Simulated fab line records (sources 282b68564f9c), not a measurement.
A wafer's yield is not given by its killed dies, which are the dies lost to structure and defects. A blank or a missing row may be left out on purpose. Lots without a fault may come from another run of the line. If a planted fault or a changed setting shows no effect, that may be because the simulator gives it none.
Struck lot and sound lot, side by side + flow rit-cmos + 15 steps out of a route of 202
Sound: the wafers L473.1, L473.4, L473.5. Wafers L472.2, L472.5, L472.6 were the ones struck. The cause comes at the end.
Each step with rows lists, per side, the tool, then ch with its chambers, then its first start. Under that, the readings that differ: sound wafers + struck wafers + difference of the means + sigmas: that difference in standard deviations of wafers without a fault.
alike: words and numbers the same on both sides, and readings whose means are apart by under 2 such deviations; not compared: readings that were withheld, readings missing a value for some wafer, numbers with overlapping values and no deviation given by the record, and bounds like >300 which may hide the same value.
Wherever a step has rows on one side only, a row that says differs or no value, or a row with sigmas, the two part there. Non-overlapping numbers with no deviation appear without sigmas and do not part them. A reading that every wafer of one side lacks parts them only if that side has two wafers or more.

first, 5 steps without rows for these wafers: RIT_NRETRO_COAT_01 (resist thk 1300 nm); RIT_NRETRO_SOFTBAKE_02 (time 60 s); RIT_NRETRO_EXPOSE_03 (exposes mask M4, target cd 43900 nm); RIT_NRETRO_PEB_04; RIT_NRETRO_DEVELOP_05 (develop time 68 s).
RIT_NRETRO_OVL_MEAS_06:
  sound on overlay-02, day 6 00:02; struck on overlay-02, day 5 19:22
  alike: NRETRO_OVL
then, 2 steps without rows for these wafers: RIT_NRETRO_HARDBAKE_07 (time 120 s); RIT_NRETRO_IMPLANT_08.
RIT_NRETRO_STRIP_09: strips in O2, time 180 s.
  sound on plasma-asher-03 ch 0,1, day 6 00:29; struck on plasma-asher-03 ch 0,1, day 5 19:48
  alike: chamber-pressure-mTorr, drypump-motor-current-A
  not compared: rf-hours-counter-h
RIT_NRETRO_TW_MEAS_10:
  sound on film-metro-02, day 6 00:40; struck on film-metro-01, day 5 19:59
  alike: NRETRO_TW
then, 2 steps without rows for these wafers: RIT_PRETRO_HMDS_00 (prime time 60 s); RIT_PRETRO_COAT_01 (resist thk 1300 nm).
RIT_PRETRO_SOFTBAKE_02: time 60 s.
  sound on litho-track-04 ch 0, day 6 01:01; struck on litho-track-01 ch 0, day 5 20:22
| reading                  | sound             | struck            | difference | sigmas |
|--------------------------|-------------------|-------------------|------------|--------|
| heater-power-total-W (W) | 34.49 34.63 34.59 | 35.14 35.07 35.08 | +0.53      | +10    |
| run-length-s (s)         | 88.65 88.68 88.81 | 85.78 85.99 86.22 | -2.72      | -12    |
then, 1 step without rows for these wafers: RIT_PRETRO_EXPOSE_03 (exposes mask M5, target cd 43700 nm).
RIT_M1_PROBE_99:
  sound on prober-02, day 7 05:20; struck on prober-01, day 7 02:01
  alike: killed_at_M0_to_M3, killed-at-contacts, killed-at-front-end, killed-dies, killed-open, killed-short

## WHERE THEY PART
Only at RIT_PRETRO_SOFTBAKE_02, as far as this record shows. Later steps at which nothing parts them and some readings are alike: RIT_M1_PROBE_99.

WHY: whatever the simulator had introduced
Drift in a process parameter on litho-track-01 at RIT_PRETRO_SOFTBAKE_02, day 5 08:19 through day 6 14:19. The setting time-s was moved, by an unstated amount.
